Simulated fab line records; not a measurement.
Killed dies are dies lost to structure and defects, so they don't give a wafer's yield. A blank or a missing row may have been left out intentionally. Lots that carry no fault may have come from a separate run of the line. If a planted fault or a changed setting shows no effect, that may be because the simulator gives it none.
2 desks looking at one fault	flow berkeley-cmos170	what lay behind the numbers comes last; until then each desk has only its own

## METROLOGY DESK
What the gauges read, lot by lot, whatever tool the lot ran on: means of the sampled wafers that have a number. Any lot whose mean is over 4 standard deviations away from the usual mean is out of limits and marked OUT; that distance is given in the brackets.
Columns: A = cd-nm at UCB170_M2_CD_MEAS_90, usual 699.6 nm
lot	first seen here	A
L868	day 8 22:25	701.8
L866	day 8 22:29	698.7
L867	day 8 22:50	701.2
L869	day 9 14:13	701.5
L871	day 9 19:31	700.4
L875	day 10 05:13	701.7
L879	day 10 18:48	705.2
L881	day 11 17:17	704.0
L883	day 11 18:40	700.4
L882	day 11 20:12	699.9
L887	day 12 17:41	697.0
L889	day 12 21:53	700.8
L888	day 12 22:22	699.8
This desk's finding: nothing out of limits on any of the 13 lots.

## DESK OF THE TOOL OWNER: rie-metal-03
The tool's own readings at UCB170_M2_METAL_ETCH_18 (etches Al in Cl2/BCl3, stops on SiO2, target depth 1170 nm, time 195 s): means of the sampled wafers that have a number, for each lot that ran on this tool. Any lot whose mean is over 4 standard deviations away from the usual mean is out of limits and marked OUT; that distance is given in the brackets.
Columns: A = drypump-motor-current-A at UCB170_M2_METAL_ETCH_18, usual 5.5 A; B = oes-product-au at UCB170_M2_METAL_ETCH_18, usual 0.854 a.u.; C = throttle-valve-pct at UCB170_M2_METAL_ETCH_18, usual 24.49 %
lot	first seen here	A	B	C
L867	day 8 22:22	5.6	0.864	24.51
L875	day 10 04:54	5.3	0.851	24.46
L879	day 10 18:31	5.2	0.844	24.47
This desk's finding: nothing out of limits on any of the 3 lots.

## ALL TOGETHER
Nothing out of limits was seen by the metrology desk.
The tool owner's desk saw nothing out of limits.

## WHAT HAD BEEN PUT IN BY THE SIMULATOR
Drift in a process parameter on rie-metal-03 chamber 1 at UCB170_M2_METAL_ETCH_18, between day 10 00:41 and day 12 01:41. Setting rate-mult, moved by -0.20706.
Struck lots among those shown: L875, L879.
